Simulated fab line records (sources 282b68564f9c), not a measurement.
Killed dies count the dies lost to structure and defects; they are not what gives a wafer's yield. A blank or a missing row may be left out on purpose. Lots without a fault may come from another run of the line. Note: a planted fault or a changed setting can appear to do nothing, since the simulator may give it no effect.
fab line records | flow ritCmos
[record] lots = 14 | wafers = 42 | lastDay = 7
route steps=202 shown GATE@85 REOX@102 CONTACT@168
lots with no fault: from the same line, run without faults
startH: start of the lot's first displayed wafer, in hours after the record's first day | waitH: time in hours since the lot's previous step | " same as the row above | L1.1+2: several wafers, shown together as one row | - no value, or no start given | * or withheld: withheld | < > ~ a bound
route shown NAME@n: a module of which the file shows steps, and the number in the route of the first | usual: mean/standard deviation taken from wafers without a fault | same: alike in all rows | chamber/n: place in a boat | sites: per-site readings | _std_site: the standard deviation of these | _edge_site: the outer-site mean with the inner-site mean subtracted | radiusMm: how far each site lies from the wafer's centre | mask NAME#n: copy n | behind: the most recent tool/chamber to have shaped the wafer | hold: why the lot went on hold/how many hours it stayed there/how the hold came to an end | device: whichever transistor did not switch (one of n, p or np) | end of line: the route-end tests of the same wafers | a step with no rows: only its recipe | killed: at the first sort, the dies lost to defects and structure; wafer yield is something else | map: a wafer's dies, marking killed ones x, the rest . and places with no die _
set.NAME: the run value of the setting; set.NAME@STEP: its run value at that earlier step | model.NAME: the simulator's own value behind a step, which no gauge read
the route's steps for a sample of lots (tables are steps, rows are wafers)
services: a tool's chamber out of use, with start hour (startH, from the record's first day; less than 0 if before it), hours out, and reason
[[steps]]
[step RIT_GATE_THK_MEAS_09]
[recipe] reads = poly-Si_of_GATE_CVD_08
[usual] GATE_POLY_THK = 251.1/2.8
lot.wafer | tool         | chamber | startH | waitH | GATE_POLY_THK[nm]
L438.2    | filmMetro-03 | -       | 52.84  | 0.0   | 251.3
L438.5    | "            | -       | "      | "     | 253.5
L438.6    | "            | -       | "      | "     | 251.4
L439.2    | filmMetro-04 | -       | 57.74  | 0.0   | 253.1
L439.3    | "            | -       | "      | "     | 255.1
L439.6    | "            | -       | "      | "     | 253.2
L442.1    | filmMetro-03 | -       | 85.49  | 0.0   | 251.3
L442.4    | "            | -       | "      | "     | 251.6
L442.6    | "            | -       | "      | "     | 253.7
L444.2    | filmMetro-01 | -       | 85.50  | 0.0   | 249.9
L444.4    | "            | -       | "      | "     | 248.1
L444.6    | "            | -       | "      | "     | 248.4
L443.4    | filmMetro-04 | -       | 85.52  | 0.0   | 246.7
L443.5    | "            | -       | "      | "     | 245.8
L443.6    | "            | -       | "      | "     | 249.6
L446.1    | filmMetro-03 | -       | 92.56  | 0.0   | 251.5
L446.3    | "            | -       | "      | "     | 251.5
L446.4    | "            | -       | "      | "     | 252.6
L447.1    | filmMetro-04 | -       | 92.56  | 0.0   | 251.4
L447.2    | "            | -       | "      | "     | 250.2
L447.5    | "            | -       | "      | "     | 250.4
L445.2    | filmMetro-01 | -       | 92.57  | 0.0   | 252.4
L445.3    | "            | -       | "      | "     | 253.0
L445.6    | "            | -       | "      | "     | 251.5
L448.1    | filmMetro-04 | -       | 111.69 | 0.0   | 257.4
L448.2    | "            | -       | "      | "     | 256.6
L448.6    | "            | -       | "      | "     | 257.6
L451.1    | filmMetro-01 | -       | 117.84 | 0.0   | 254.2
L451.5    | "            | -       | "      | "     | 253.3
L451.6    | "            | -       | "      | "     | 252.2
L453.3    | filmMetro-01 | -       | 128.45 | 0.0   | 246.6
L453.4    | "            | -       | "      | "     | 249.1
L453.5    | "            | -       | "      | "     | 246.9
L455.1    | filmMetro-01 | -       | 131.90 | 0.0   | 250.8
L455.4    | "            | -       | "      | "     | 249.6
L455.6    | "            | -       | "      | "     | 249.6
L457.3    | filmMetro-03 | -       | 140.59 | 0.0   | 250.2
L457.4    | "            | -       | "      | "     | 250.5
L457.5    | "            | -       | "      | "     | 250.9
L460.3    | filmMetro-01 | -       | 153.90 | 0.0   | 246.3
L460.5    | "            | -       | "      | "     | 246.9
L460.6    | "            | -       | "      | "     | 247.9
[step RIT_GATE_STRIP_20]
[recipe] chemistry = O2 | timeS = 180 | resist = NOVOLAK | platenTempC = withheld | powerW = 500 | pressureMtorr = 4000 | o2FlowSccm = 4000
[usual] drypumpMotorCurrentA = 5.55/0.28 | rfReflPowerW = 7.4/0.94
lot.wafer | tool           | chamber | startH | waitH | drypumpMotorCurrentA | rfHoursCounterH | rfReflPowerW
L438.2    | plasmaAsher-04 | 1       | 54.40  | 0.1   | 5.75                 | 40              | 8.0
L438.5    | "              | 0       | "      | "     | 5.33                 | -               | 6.9
L438.6    | "              | 1       | "      | "     | 5.75                 | -               | 8.2
L439.2    | plasmaAsher-04 | 0       | 59.27  | 0.1   | 5.32                 | 41              | 6.9
L439.3    | "              | 0       | "      | "     | 5.35                 | -               | 6.9
L439.6    | "              | 1       | "      | "     | 5.72                 | -               | 8.4
L442.1    | plasmaAsher-01 | 0       | 86.94  | 0.1   | 5.97                 | 29              | 8.3
L442.4    | "              | 0       | "      | "     | 5.97                 | -               | 8.0
L442.6    | "              | 0       | "      | "     | 5.97                 | -               | 7.8
L443.4    | plasmaAsher-04 | 1       | 87.11  | 0.1   | 5.75                 | -               | 8.2
L443.5    | "              | 1       | "      | "     | 5.71                 | -               | 8.0
L443.6    | "              | 0       | "      | "     | 5.34                 | -               | 6.6
L444.2    | plasmaAsher-03 | 0       | 87.17  | 0.1   | 5.68                 | 36              | 8.6
L444.4    | "              | 1       | "      | "     | 5.55                 | -               | 5.9
L444.6    | "              | 0       | "      | "     | 5.65                 | -               | 8.3
L447.1    | plasmaAsher-04 | 0       | 93.88  | 0.1   | 5.35                 | 44              | 6.8
L447.2    | "              | 1       | "      | "     | 5.70                 | 44              | 8.2
L447.5    | "              | 1       | "      | "     | 5.75                 | -               | 8.3
L445.2    | plasmaAsher-03 | 0       | 94.00  | 0.1   | 5.67                 | 37              | 8.4
L445.3    | "              | 1       | "      | "     | 5.54                 | -               | 5.8
L445.6    | "              | 1       | "      | "     | 5.54                 | -               | 6.3
L446.1    | plasmaAsher-01 | 1       | 94.11  | 0.1   | 5.01                 | 30              | 6.6
L446.3    | "              | 0       | "      | "     | 5.96                 | -               | 7.8
L446.4    | "              | 1       | "      | "     | 5.03                 | -               | 6.6
L448.1    | plasmaAsher-04 | 1       | 113.66 | 0.1   | 5.71                 | 47              | 8.3
L448.2    | "              | 0       | "      | "     | 5.35                 | 47              | 7.0
L448.6    | "              | 1       | "      | "     | 5.73                 | -               | 8.2
L451.1    | plasmaAsher-04 | 1       | 124.51 | 0.1   | 5.73                 | 48              | 8.3
L451.5    | "              | 1       | "      | "     | 5.70                 | -               | 8.2
L451.6    | "              | 0       | "      | "     | 5.32                 | -               | 6.9
L453.3    | plasmaAsher-03 | 0       | 129.81 | 0.1   | 5.65                 | -               | 8.8
L453.4    | "              | 1       | "      | "     | 5.59                 | -               | 6.0
L453.5    | "              | 1       | "      | "     | 5.58                 | -               | 5.9
L455.1    | plasmaAsher-03 | 0       | 133.65 | 0.1   | 5.67                 | 42              | 8.4
L455.4    | "              | 0       | "      | "     | 5.67                 | -               | 8.6
L455.6    | "              | 1       | "      | "     | 5.55                 | -               | 6.4
L457.3    | plasmaAsher-01 | 0       | 141.99 | 0.1   | 5.93                 | -               | 8.0
L457.4    | "              | 1       | "      | "     | 5.01                 | -               | 6.5
L457.5    | "              | 1       | "      | "     | 5.02                 | -               | 6.4
L460.3    | plasmaAsher-04 | 1       | 155.38 | 0.1   | 5.78                 | -               | 8.4
L460.5    | "              | 1       | "      | "     | 5.76                 | -               | 8.3
L460.6    | "              | 0       | "      | "     | 5.33                 | -               | 6.8
[step RIT_REOX_THK_MEAS_04]
[recipe] reads = SiO2_of_REOX_OXIDATION_03
[usual] REOX_OXIDE_THK = 25.1/0.65
lot.wafer | tool         | chamber | startH | waitH | REOX_OXIDE_THK[nm]
L438.2    | filmMetro-01 | -       | 58.61  | 0.0   | 24.0
L438.5    | "            | -       | "      | "     | 24.8
L438.6    | "            | -       | "      | "     | 24.1
L439.2    | filmMetro-04 | -       | 65.48  | 0.0   | 25.1
L439.3    | "            | -       | "      | "     | 25.0
L439.6    | "            | -       | "      | "     | 25.0
L442.1    | filmMetro-04 | -       | 90.23  | 0.0   | 24.5
L442.4    | "            | -       | "      | "     | 24.5
L442.6    | "            | -       | "      | "     | 24.7
L444.2    | filmMetro-04 | -       | 90.64  | 0.0   | 26.7
L444.4    | "            | -       | "      | "     | 26.8
L444.6    | "            | -       | "      | "     | 26.9
L443.4    | filmMetro-01 | -       | 93.46  | 0.0   | 25.2
L443.5    | "            | -       | "      | "     | 25.6
L443.6    | "            | -       | "      | "     | 25.3
L445.2    | filmMetro-02 | -       | 97.30  | 0.0   | 25.7
L445.3    | "            | -       | "      | "     | 25.7
L445.6    | "            | -       | "      | "     | 25.6
L446.1    | filmMetro-04 | -       | 98.01  | 0.0   | 25.2
L446.3    | "            | -       | "      | "     | 25.1
L446.4    | "            | -       | "      | "     | 25.2
L447.1    | filmMetro-01 | -       | 98.01  | 0.0   | 25.3
L447.2    | "            | -       | "      | "     | 25.2
L447.5    | "            | -       | "      | "     | 25.3
L448.1    | filmMetro-04 | -       | 117.11 | 0.0   | 25.3
L448.2    | "            | -       | "      | "     | 25.3
L448.6    | "            | -       | "      | "     | 25.2
L451.1    | filmMetro-02 | -       | 130.58 | 0.0   | 25.2
L451.5    | "            | -       | "      | "     | 25.6
L451.6    | "            | -       | "      | "     | 25.3
L453.3    | filmMetro-01 | -       | 133.65 | 0.0   | 25.3
L453.4    | "            | -       | "      | "     | 25.3
L453.5    | "            | -       | "      | "     | 25.3
L455.1    | filmMetro-01 | -       | 137.49 | 0.0   | 24.8
L455.4    | "            | -       | "      | "     | 25.2
L455.6    | "            | -       | "      | "     | 25.3
L457.3    | filmMetro-01 | -       | 146.17 | 0.0   | 24.6
L457.4    | "            | -       | "      | "     | 24.4
L457.5    | "            | -       | "      | "     | 24.7
L460.3    | filmMetro-01 | -       | 158.56 | 0.0   | 26.3
L460.5    | "            | -       | "      | "     | 25.9
L460.6    | "            | -       | "      | "     | 26.1
[step RIT_CONTACT_CVD_00]
[recipe] material = SiO2 | targetThkNm = 400 | precursor = TEOS | tempC = 390 | timeS = 61 | rfW = 400
[usual] heaterPowerW = 330/51
lot.wafer | tool     | chamber | startH | waitH | heaterPowerW
L438.2    | pecvd-03 | 0       | 69.06  | 0.0   | 309
L438.5    | "        | 0       | "      | "     | 320
L438.6    | "        | 1       | "      | "     | 257
L439.2    | pecvd-04 | 1       | 75.71  | 0.0   | 333
L439.3    | "        | 0       | "      | "     | 302
L439.6    | "        | 1       | "      | "     | 336
L442.1    | pecvd-04 | 0       | 101.49 | 0.1   | 306
L442.4    | "        | 2       | "      | "     | 338
L442.6    | "        | 1       | "      | "     | 257
L444.2    | pecvd-03 | 1       | 102.03 | 0.0   | 323
L444.4    | "        | 2       | "      | "     | 370
L444.6    | "        | 0       | "      | "     | 322
L445.2    | pecvd-01 | 0       | 114.85 | 0.0   | 410
L445.3    | "        | 1       | "      | "     | 229
L445.6    | "        | 2       | "      | "     | 348
L443.4    | pecvd-04 | 2       | 115.05 | 0.0   | 450
L443.5    | "        | 1       | "      | "     | 287
L443.6    | "        | 0       | "      | "     | 294
L446.1    | pecvd-03 | 2       | 115.32 | 0.1   | 351
L446.3    | "        | 0       | "      | "     | 304
L446.4    | "        | 2       | "      | "     | 364
L447.1    | pecvd-01 | 1       | 115.33 | 0.1   | 280
L447.2    | "        | 2       | "      | "     | 277
L447.5    | "        | 2       | "      | "     | 304
L448.1    | pecvd-04 | 0       | 129.11 | 0.1   | 321
L448.2    | "        | 2       | "      | "     | 419
L448.6    | "        | 2       | "      | "     | 432
L451.1    | pecvd-03 | 1       | 141.18 | 0.1   | 333
L451.5    | "        | 2       | "      | "     | 392
L451.6    | "        | 1       | "      | "     | 350
L453.3    | pecvd-01 | 1       | 143.82 | 0.0   | 263
L453.4    | "        | 0       | "      | "     | 344
L453.5    | "        | 2       | "      | "     | 355
L455.1    | pecvd-03 | 1       | 148.73 | 0.1   | 273
L455.4    | "        | 2       | "      | "     | 302
L455.6    | "        | 1       | "      | "     | 316
L457.3    | pecvd-04 | 2       | 156.58 | 0.0   | 431
L457.4    | "        | 2       | "      | "     | 438
L457.5    | "        | 0       | "      | "     | 329
L460.3    | pecvd-04 | 0       | 168.45 | 0.0   | 265
L460.5    | "        | 1       | "      | "     | 257
L460.6    | "        | 2       | "      | "     | 431
[step RIT_CONTACT_THK_MEAS_01]
[recipe] reads = SiO2_of_CONTACT_CVD_00
[usual] CONTACT_TEOS_THK = 400/4.9
lot.wafer | tool         | chamber | startH | waitH | CONTACT_TEOS_THK[nm]
L438.2    | filmMetro-01 | -       | 69.12  | 0.0   | 405
L438.5    | "            | -       | "      | "     | 405
L438.6    | "            | -       | "      | "     | 403
L439.2    | filmMetro-01 | -       | 75.77  | 0.0   | 404
L439.3    | "            | -       | "      | "     | 396
L439.6    | "            | -       | "      | "     | 412
L442.1    | filmMetro-04 | -       | 101.54 | 0.0   | 395
L442.4    | "            | -       | "      | "     | 409
L442.6    | "            | -       | "      | "     | 407
L444.2    | filmMetro-04 | -       | 102.09 | 0.0   | 398
L444.4    | "            | -       | "      | "     | 402
L444.6    | "            | -       | "      | "     | 401
L445.2    | filmMetro-02 | -       | 114.91 | 0.0   | 401
L445.3    | "            | -       | "      | "     | 403
L445.6    | "            | -       | "      | "     | 408
L443.4    | filmMetro-02 | -       | 115.15 | 0.1   | 404
L443.5    | "            | -       | "      | "     | 407
L443.6    | "            | -       | "      | "     | 392
L446.1    | filmMetro-02 | -       | 115.37 | 0.0   | 389
L446.3    | "            | -       | "      | "     | 399
L446.4    | "            | -       | "      | "     | 399
L447.1    | filmMetro-04 | -       | 115.41 | 0.1   | 400
L447.2    | "            | -       | "      | "     | 400
L447.5    | "            | -       | "      | "     | 405
L448.1    | filmMetro-01 | -       | 129.16 | 0.0   | 395
L448.2    | "            | -       | "      | "     | 399
L448.6    | "            | -       | "      | "     | 405
L451.1    | filmMetro-04 | -       | 141.25 | 0.1   | 438
L451.5    | "            | -       | "      | "     | 401
L451.6    | "            | -       | "      | "     | 447
L453.3    | filmMetro-04 | -       | 143.89 | 0.0   | 391
L453.4    | "            | -       | "      | "     | 398
L453.5    | "            | -       | "      | "     | 402
L455.1    | filmMetro-04 | -       | 148.80 | 0.1   | 440
L455.4    | "            | -       | "      | "     | 401
L455.6    | "            | -       | "      | "     | 443
L457.3    | filmMetro-01 | -       | 156.65 | 0.0   | 398
L457.4    | "            | -       | "      | "     | 407
L457.5    | "            | -       | "      | "     | 399
L460.3    | filmMetro-02 | -       | 168.52 | 0.0   | 394
L460.5    | "            | -       | "      | "     | 407
L460.6    | "            | -       | "      | "     | 400
[[services]]
tool           | chamber | startH | hours | kind
plasmaAsher-03 | -       | 67.92  | 3.8   | repair
pecvd-01       | -       | 71.88  | 4.7   | repair
plasmaAsher-01 | -       | 112.30 | 2.8   | pm
pecvd-04       | -       | 115.27 | 1.2   | repair
pecvd-04       | -       | 116.11 | 0.7   | repair
plasmaAsher-03 | -       | 130.17 | 3.4   | repair
pecvd-03       | 0       | 135.56 | 28.5  | repair
pecvd-04       | 0       | 138.15 | 9.2   | repair
[[key]]
[firstSign] step = RIT_CONTACT_THK_MEAS_01 | reading = CONTACT_TEOS_THK | direction = up | sigmas = 8.6 | usual = 400 | struck = 442
effect none on later readings
metAt RIT_CONTACT_CVD_00
struckLots L451,L455
struckWafers L451.1,L451.6,L455.1,L455.6
sortLeftOut L455.1,L455.6
testerLeftOut L451,L455
notActingAt RIT_GATE_THK_MEAS_09,RIT_GATE_STRIP_20,RIT_REOX_THK_MEAS_04
onsetBetween 102.03 141.18
[fault] kind = processParameterDrift | tool = pecvd-03 | chamber = 1 | onsetH = 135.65 | steps = RIT_CONTACT_CVD_00 | channel = targetThkNm | offset = 46.89 | shape = step | endH = 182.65 | stated = 400
// testerLeftOut: of these lots the tester's yield and bins aren't shown, on N5 and GAA mostly nor the transistor test; their killed dies are dies lost to structure and defects alone, not to doping, threshold or leakage, so they don't give the yield
// sortLeftOut: the simulated sort isn't trusted on such a fault, so these wafers' sort isn't shown, and their yield isn't known
